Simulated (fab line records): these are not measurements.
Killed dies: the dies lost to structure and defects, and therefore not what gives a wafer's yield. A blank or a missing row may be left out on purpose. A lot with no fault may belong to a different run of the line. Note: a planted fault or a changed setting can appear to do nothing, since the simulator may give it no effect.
fab line records	flow rit-cmos
record lots=5	wafers=15	last-day=7
route steps=202 shown SILICIDE@161 CONTACT@168 M1@202
lots untouched by any fault: they come from a run of this same line in which no faults occurred
start-h: start of the lot's first displayed wafer, in hours after the record's first day	wait-h: hours elapsed since this lot's preceding step	" identical to the entry in the row above	L1.1+2: a row that stands for several wafers	- no value present, or no start provided	* or withheld: withheld	< > ~ a bound
route shown NAME@n: names a module that has steps shown in the file, with the first one's number in the route	usual: mean/standard deviation taken from wafers without a fault	same: alike in all rows	chamber/n: place in a boat	sites: each site's reading	_std_site: standard deviation of those values	_edge_site: the outer-site mean with the inner-site mean subtracted	radius-mm: for every site, how far away it sits from the centre of the wafer	mask NAME#n: copy n	behind: the last tool/chamber to shape the wafer	hold: what put the lot on hold/how long, in hours/how the hold closed	device: the transistor (n, p or np) that didn't switch	end of line: tests run on the same wafers once the route is complete	where a step has no rows: the recipe by itself	killed: not the wafer's yield, but the dies lost to structure and defects at the first sort	map: shows each die of a wafer: x if killed, . if not, _ if none is there
set.NAME: setting as actually run; set.NAME@STEP: the setting as run at that earlier step	model.NAME: the simulator's own value behind a step, which no gauge read
lots at some steps of the route; a table a step, a row a wafer
services: a tool's chamber out of use, with start hour (start-h, from the record's first day; less than 0 if before it), hours out, and reason
## steps
# step RIT_SILICIDE_WET_ETCH_00
# recipe chemistry=BOE	target=SiO2	target-depth-nm=14	time-s=15	dry=n2-spin	dilution=10:1	temp-c=21.5
# step RIT_SILICIDE_SPUTTER_01
# recipe material=Ti	target-thk-nm=30	power-w=350	chamber-pressure-pa=0.667	gas=Ar	time-s=240	substrate-temp-c=25
# usual throttle-valve-pct=29.8/1.1
lot.wafer	tool	chamber	start-h	wait-h	throttle-valve-pct
L246.1	pvd-sputter-01	-	59.56	0.0	32.0
L246.4	"	-	"	"	29.4
L246.5	"	-	"	"	29.6
L247.2	pvd-sputter-03	-	66.25	0.0	29.5
L247.3	"	-	"	"	31.1
L247.5	"	-	"	"	30.7
L259.1	pvd-sputter-04	-	124.79	0.0	30.1
L259.2	"	-	"	"	28.9
L259.3	"	-	"	"	30.1
L263.2	pvd-sputter-04	-	146.58	0.0	30.1
L263.3	"	-	"	"	30.2
L263.5	"	-	"	"	28.6
L264.1	pvd-sputter-01	-	149.84	0.0	32.2
L264.4	"	-	"	"	29.3
L264.5	"	-	"	"	29.5
# step RIT_SILICIDE_RS_MEAS_02
# recipe thk-meas-gauge=four-point-probe	reads=Ti_of_SILICIDE_SPUTTER_01
# usual SILICIDE_TI_RS=47.6/0.66
lot.wafer	tool	chamber	start-h	wait-h	SILICIDE_TI_RS[ohm/sq]
L246.1	film-metro-03	-	59.71	0.1	47.8
L246.4	"	-	"	"	48.4
L246.5	"	-	"	"	48.3
L247.2	film-metro-01	-	66.42	0.1	47.6
L247.3	"	-	"	"	47.2
L247.5	"	-	"	"	47.4
L259.1	film-metro-03	-	124.94	0.1	46.9
L259.2	"	-	"	"	47.9
L259.3	"	-	"	"	47.3
L263.2	film-metro-02	-	146.90	0.2	47.4
L263.3	"	-	"	"	48.1
L263.5	"	-	"	"	47.5
L264.1	film-metro-02	-	149.99	0.1	47.3
L264.4	"	-	"	"	48.7
L264.5	"	-	"	"	47.4
# step RIT_SILICIDE_THK_MEAS_03
# recipe thk-meas-gauge=xrf	reads=Ti_of_SILICIDE_SPUTTER_01
# usual SILICIDE_TI_THK=30.2/0.35
lot.wafer	tool	chamber	start-h	wait-h	SILICIDE_TI_THK[nm]
L246.1	film-metro-03	-	59.83	0.1	30.1
L246.4	"	-	"	"	29.9
L246.5	"	-	"	"	30.0
L247.2	film-metro-01	-	66.53	0.1	30.2
L247.3	"	-	"	"	30.3
L247.5	"	-	"	"	30.2
L259.1	film-metro-03	-	125.06	0.1	30.6
L259.2	"	-	"	"	30.0
L259.3	"	-	"	"	30.4
L263.2	film-metro-02	-	147.01	0.1	30.3
L263.3	"	-	"	"	29.9
L263.5	"	-	"	"	30.3
L264.1	film-metro-02	-	150.11	0.1	30.3
L264.4	"	-	"	"	29.7
L264.5	"	-	"	"	30.3
# step RIT_SILICIDE_RTA_04
# recipe temp-c=650	time-s=10	idle-temp-c=25	ramp-up-s=5	ramp-down-s=5	cool-to-c=25	ambient=N2
# usual chamber-o2-ppm=2.003/0.018	wafer_temp_C_max=653.1/1.5
lot.wafer	tool	chamber	start-h	wait-h	chamber-o2-ppm	wafer_temp_C_max
L246.1	rtp-anneal-01	0	59.89	0.1	2.009	653.7
L246.4	"	0	"	"	2.013	654.0
L246.5	"	0	"	"	2.019	655.4
L247.2	rtp-anneal-02	0	66.59	0.1	2.032	651.9
L247.3	"	0	"	"	2.005	652.2
L247.5	"	0	"	"	2.017	651.6
L259.1	rtp-anneal-02	0	125.12	0.1	2.022	652.6
L259.2	"	0	"	"	2.013	651.7
L259.3	"	0	"	"	2.001	651.7
L263.2	rtp-anneal-02	0	147.07	0.1	1.973	651.7
L263.3	"	0	"	"	1.991	651.9
L263.5	"	0	"	"	1.992	651.8
L264.1	rtp-anneal-02	0	150.17	0.1	2.014	651.0
L264.4	"	0	"	"	2.018	652.4
L264.5	"	0	"	"	1.971	651.8
# step RIT_SILICIDE_WET_ETCH_05
# recipe chemistry=SPM	target=Ti	temp-c=90	time-s=120	dry=n2-spin
# step RIT_SILICIDE_RTA_06
# recipe temp-c=750	time-s=10	idle-temp-c=25	ramp-up-s=5	ramp-down-s=10	cool-to-c=25	ambient=N2
# usual chamber-o2-ppm=2.001/0.022	wafer_temp_C_max=753.5/1.8
lot.wafer	tool	chamber	start-h	wait-h	chamber-o2-ppm	wafer_temp_C_max
L246.1	rtp-anneal-02	0	60.01	0.0	2.001	751.4
L246.4	"	0	"	"	1.985	752.2
L246.5	"	0	"	"	2.008	752.5
L247.2	rtp-anneal-01	0	66.70	0.0	2.002	756.5
L247.3	"	0	"	"	1.969	755.4
L247.5	"	0	"	"	1.997	755.5
L259.1	rtp-anneal-02	0	125.23	0.0	2.012	752.7
L259.2	"	0	"	"	1.993	752.6
L259.3	"	0	"	"	1.975	752.1
L263.2	rtp-anneal-02	0	147.18	0.0	2.011	752.4
L263.3	"	0	"	"	2.028	752.0
L263.5	"	0	"	"	2.030	752.9
L264.1	rtp-anneal-02	0	150.27	0.0	2.053	752.5
L264.4	"	0	"	"	2.053	752.7
L264.5	"	0	"	"	1.992	752.4
# step RIT_CONTACT_CVD_00
# recipe material=SiO2	target-thk-nm=400	precursor=TEOS	temp-c=390	time-s=61	rf-w=400
# usual heater-power-w=306/33
lot.wafer	tool	chamber	start-h	wait-h	heater-power-w
L246.1	pecvd-04	2	60.07	0.1	285
L246.4	"	0	"	"	323
L246.5	"	0	"	"	337
L247.2	pecvd-02	1	66.76	0.0	293
L247.3	"	0	"	"	327
L247.5	"	0	"	"	341
L259.1	pecvd-02	2	125.30	0.1	290
L259.2	"	0	"	"	279
L259.3	"	2	"	"	314
L263.2	pecvd-01	1	147.24	0.0	262
L263.3	"	2	"	"	288
L263.5	"	0	"	"	276
L264.1	pecvd-04	2	150.34	0.1	326
L264.4	"	2	"	"	334
L264.5	"	0	"	"	322
# step RIT_CONTACT_THK_MEAS_01
# recipe reads=SiO2_of_CONTACT_CVD_00
# usual CONTACT_TEOS_THK=400/5.5
lot.wafer	tool	chamber	start-h	wait-h	CONTACT_TEOS_THK[nm]
L246.1	film-metro-04	-	60.15	0.1	394
L246.4	"	-	"	"	405
L246.5	"	-	"	"	409
L247.2	film-metro-04	-	66.82	0.0	403
L247.3	"	-	"	"	398
L247.5	"	-	"	"	408
L259.1	film-metro-02	-	125.37	0.1	403
L259.2	"	-	"	"	396
L259.3	"	-	"	"	410
L263.2	film-metro-02	-	147.30	0.0	393
L263.3	"	-	"	"	397
L263.5	"	-	"	"	403
L264.1	film-metro-04	-	150.39	0.0	393
L264.4	"	-	"	"	397
L264.5	"	-	"	"	405
# step RIT_CONTACT_HMDS_02
# recipe prime-time-s=60	prime-temp-c=140
# step RIT_CONTACT_COAT_03
# recipe resist=NOVOLAK	spin-rpm=3250	resist-thk-nm=1000
# step RIT_CONTACT_SOFTBAKE_04
# recipe resist=NOVOLAK	temp-c=90	time-s=60
# step RIT_CONTACT_EXPOSE_05
# recipe mask-id=M11	na=0.6	source-shape=conventional	sigma-outer=0.5	target-cd-nm=1000	dose-mj=247.5
# usual exposure-dose-mJ-cm2=249.95/0.22
lot.wafer	tool	chamber	start-h	wait-h	mask	exposure-dose-mJ-cm2
L246.1	iline-stepper-02	0	60.78	0.2	M11#0	249.78
L246.4	"	0	"	"	M11#0	249.95
L246.5	"	0	"	"	M11#0	249.89
L247.2	iline-stepper-01	0	67.46	0.2	M11#0	249.78
L247.3	"	0	"	"	M11#0	249.88
L247.5	"	0	"	"	M11#0	250.13
L259.1	iline-stepper-01	0	126.01	0.2	M11#0	246.96
L259.2	"	0	"	"	M11#0	246.68
L259.3	"	0	"	"	M11#0	246.78
L263.2	iline-stepper-02	0	147.94	0.2	M11#0	249.62
L263.3	"	0	"	"	M11#0	249.84
L263.5	"	0	"	"	M11#0	249.52
L264.1	iline-stepper-02	0	150.90	0.1	M11#0	249.79
L264.4	"	0	"	"	M11#0	249.69
L264.5	"	0	"	"	M11#0	249.67
# step RIT_CONTACT_PEB_06
# recipe resist=NOVOLAK	temp-c=withheld	time-s=withheld
# step RIT_CONTACT_DEVELOP_07
# recipe resist=NOVOLAK	develop-time-s=120	dev-temp-c=23
# step RIT_CONTACT_CD_MEAS_08
# recipe target-cd-nm=1000
# usual cd-nm=999.8/2.7
lot.wafer	tool	chamber	start-h	wait-h	cd-nm
L246.1	cd-sem-02	-	61.30	-	1000.0
L246.4	"	-	"	"	999.5
L246.5	"	-	"	"	997.6
L247.2	cd-sem-02	-	68.02	-	999.5
L247.3	"	-	"	"	1000.9
L247.5	"	-	"	"	1002.6
L259.1	cd-sem-01	-	126.56	-	1008.5
L259.2	"	-	"	"	1018.1
L259.3	"	-	"	"	1007.4
L263.2	cd-sem-01	-	148.46	-	1001.1
L263.3	"	-	"	"	998.3
L263.5	"	-	"	"	999.2
L264.1	cd-sem-02	-	151.42	-	997.4
L264.4	"	-	"	"	994.7
L264.5	"	-	"	"	996.5
# step RIT_CONTACT_OVL_MEAS_09
# usual CONTACT_OVL=2.0/0.92
lot.wafer	tool	chamber	start-h	wait-h	CONTACT_OVL[nm]
L246.1	overlay-01	-	61.42	0.1	1.9
L246.4	"	-	"	"	0.5
L246.5	"	-	"	"	3.1
L247.2	overlay-02	-	68.12	0.1	3.2
L247.3	"	-	"	"	0.9
L247.5	"	-	"	"	1.6
L259.1	overlay-01	-	126.68	0.1	2.5
L259.2	"	-	"	"	2.4
L259.3	"	-	"	"	3.7
L263.2	overlay-02	-	148.56	0.1	1.4
L263.3	"	-	"	"	1.0
L263.5	"	-	"	"	2.3
L264.1	overlay-01	-	151.54	0.1	2.1
L264.4	"	-	"	"	1.2
L264.5	"	-	"	"	1.0
# step RIT_CONTACT_HARDBAKE_10
# recipe resist=NOVOLAK	temp-c=140	time-s=60
# step RIT_CONTACT_ETCH_11
# recipe target-depth-a=4800	over-etch-frac=0.1858	stop-on=TiSi2	chemistry=CHF3/CF4/Ar	target=SiO2	CHF3_flow_sccm=50	cf4-flow-sccm=10	Ar_flow_sccm=100	O2_flow_sccm=5	pressure-mtorr=100	rf-w=200	time-s=320
# usual cf4-flow-sccm=10.00/0.032	drypump-motor-current-A=5.8/0.32	mfc-ar-sccm=100.02/0.29	oes-product-au=0.993/0.018	throttle-valve-pct=8.90/0.15
lot.wafer	tool	chamber	start-h	wait-h	cf4-flow-sccm	drypump-motor-current-A	mfc-ar-sccm	oes-product-au	rf-hours-counter-h	throttle-valve-pct	model.CONTACT.cd-nm
L246.1	rie-diel-03	0	61.61	0.1	10.00	5.5	100.02	1.009	51	8.96	999.4
L246.4	"	1	"	"	9.94	5.9	99.98	0.981	110	9.02	999.6
L246.5	"	1	"	"	9.94	5.9	100.27	0.978	-	9.03	997.6
L247.2	rie-diel-04	2	68.30	0.1	9.97	6.3	100.17	0.977	120	8.94	999.8
L247.3	"	3	"	"	10.01	6.0	99.59	1.010	94	8.89	1001
L247.5	"	0	"	"	9.98	5.9	99.65	0.961	-	8.65	1002
L259.1	rie-diel-03	1	126.86	0.1	9.95	5.9	100.25	0.977	111	9.03	1009
L259.2	"	0	"	"	10.02	5.4	100.15	1.008	52	8.95	1018
L259.3	"	3	"	"	10.04	4.8	100.44	1.021	66	8.93	1007
L263.2	rie-diel-02	3	148.74	0.1	10.03	5.7	99.69	0.989	42	8.64	1001
L263.3	"	0	"	"	10.05	5.7	99.99	0.982	36	8.89	997.8
L263.5	"	2	"	"	9.94	5.7	100.37	0.969	-	9.19	999.5
L264.1	rie-diel-03	1	151.93	0.1	9.98	5.9	100.40	0.978	112	9.00	997.6
L264.4	"	3	"	"	10.01	4.8	100.18	1.012	67	8.93	995
L264.5	"	0	"	"	10.03	5.5	100.22	1.007	-	8.98	996.6
# step RIT_CONTACT_STRIP_12
# recipe chemistry=O2	time-s=180	resist=NOVOLAK	platen-temp-c=withheld	power-w=500	pressure-mtorr=4000	o2-flow-sccm=4000
# usual drypump-motor-current-A=5.6/0.34	rf-refl-power-W=6.7/1.3
lot.wafer	tool	chamber	start-h	wait-h	drypump-motor-current-A	rf-hours-counter-h	rf-refl-power-W
L246.1	plasma-asher-04	0	61.80	0.1	5.0	26	5.9
L246.4	"	1	"	"	5.6	-	6.1
L246.5	"	1	"	"	5.6	-	5.8
L247.2	plasma-asher-03	1	68.50	0.1	6.1	42	5.9
L247.3	"	0	"	"	5.7	-	10.1
L247.5	"	0	"	"	5.7	-	10.0
L259.1	plasma-asher-04	0	127.06	0.1	5.0	34	6.3
L259.2	"	1	"	"	5.5	34	6.3
L259.3	"	0	"	"	5.0	-	6.2
L263.2	plasma-asher-03	0	148.94	0.1	5.7	51	10.1
L263.3	"	1	"	"	6.1	-	6.2
L263.5	"	0	"	"	5.7	-	10.0
L264.1	plasma-asher-02	0	152.13	0.1	5.7	52	7.9
L264.4	"	0	"	"	5.7	-	8.0
L264.5	"	1	"	"	5.9	-	5.6
# step RIT_M1_PROBE_99
# usual killed-at-contacts=0.1/0.31	killed-at-front-end=8/3.1	killed-dies=8/3.2	killed-open=3.9/2.2	killed-short=3.8/2.1
# same gross-dies=264	killed_at_M0_to_M3=0	killed_at_M4_up=0	killed-at-back-side=0	killed-at-other=0
lot.wafer	tool	chamber	start-h	wait-h	killed-at-contacts	killed-at-front-end	killed-dies	killed-open	killed-short
L259.1	prober-02	-	132.02	0.1	0	13	13	6	7
L259.2	prober-02	-	132.07	0.1	0	9	9	3	6
L259.3	prober-02	-	132.12	0.2	0	14	14	9	5
# killed by level:class
L259.1 GATE:geometric-particle:short=4 FOX2:geometric-particle:short=3 FOX2:geometric-particle:open=3 SILICIDE:geometric-particle:open=2 GATE:geometric-particle:open=1
L259.2 GATE:geometric-particle:short=4 FOX1:geometric-particle:open=1 FOX2:geometric-particle:short=1 GATE:geometric-particle:open=1 REOX:geometric-particle:open=1 SILICIDE:geometric-particle:short=1
L259.3 FOX2:geometric-particle:open=3 GATE:geometric-particle:open=2 GATE:geometric-particle:short=2 REOX:geometric-particle:open=2 FOX1:geometric-particle:open=1 SPACER:geometric-particle:short=1 REOX:geometric-particle:short=1 SPACER:geometric-particle:open=1
## services
tool	chamber	start-h	hours	kind
rie-diel-04	2	39.09	4.6	repair
iline-stepper-01	-	40.79	1.7	pm
rtp-anneal-01	-	42.32	9.4	pm
rie-diel-04	1	43.79	6.4	repair
rie-diel-03	0	48.54	3.1	repair
rie-diel-04	1	54.57	-	clean
rie-diel-04	1	54.57	21.7	scheduled-down
rie-diel-04	1	54.57	21.7	vent-cycle
pecvd-04	1	57.75	3.5	repair
iline-stepper-02	-	69.05	0.9	repair
plasma-asher-02	-	72.75	2.8	pm
pecvd-02	-	81.77	0.7	repair
rie-diel-03	0	83.63	2.8	repair
rie-diel-04	1	89.53	1.7	repair
rie-diel-04	-	91.82	2.8	pm
rie-diel-04	0	99.78	12.5	repair
pecvd-02	1	124.22	6.3	repair
plasma-asher-04	-	132.08	5.2	repair
pecvd-02	-	146.41	6.0	pm
## key
first-sign step=RIT_CONTACT_EXPOSE_05	reading=exposure-dose-mJ-cm2	direction=down	sigmas=14	usual=249.95	struck=246.81
effect step=RIT_CONTACT_CD_MEAS_08	reading=cd-nm	direction=up	sigmas=4.3	usual=999.8	struck=1011.3	through=control-loop
model-effect step=RIT_CONTACT_ETCH_11	value=CONTACT.cd-nm	without=1003	struck=1011
met-at RIT_CONTACT_EXPOSE_05
struck-wafers L259.1,L259.2,L259.3
tester-left-out L259
loop-trim step=RIT_CONTACT_EXPOSE_05	setting=dose	lots=L259
onset-between 67.46 126.01
fault kind=process-parameter-drift	tool=iline-stepper-01	chamber=-	onset-h=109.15	steps=RIT_CONTACT_EXPOSE_05	channel=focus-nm	offset=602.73	spread-by-wafer=0.3	shape=step	end-h=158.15
# tester-left-out: of these lots the tester's yield and bins aren't shown, on N5 and GAA mostly nor the transistor test; their killed dies are dies lost to structure and defects alone, not to doping, threshold or leakage, so they don't give the yield
# loop-trim: a control loop set the setting to another value than it would have without faults
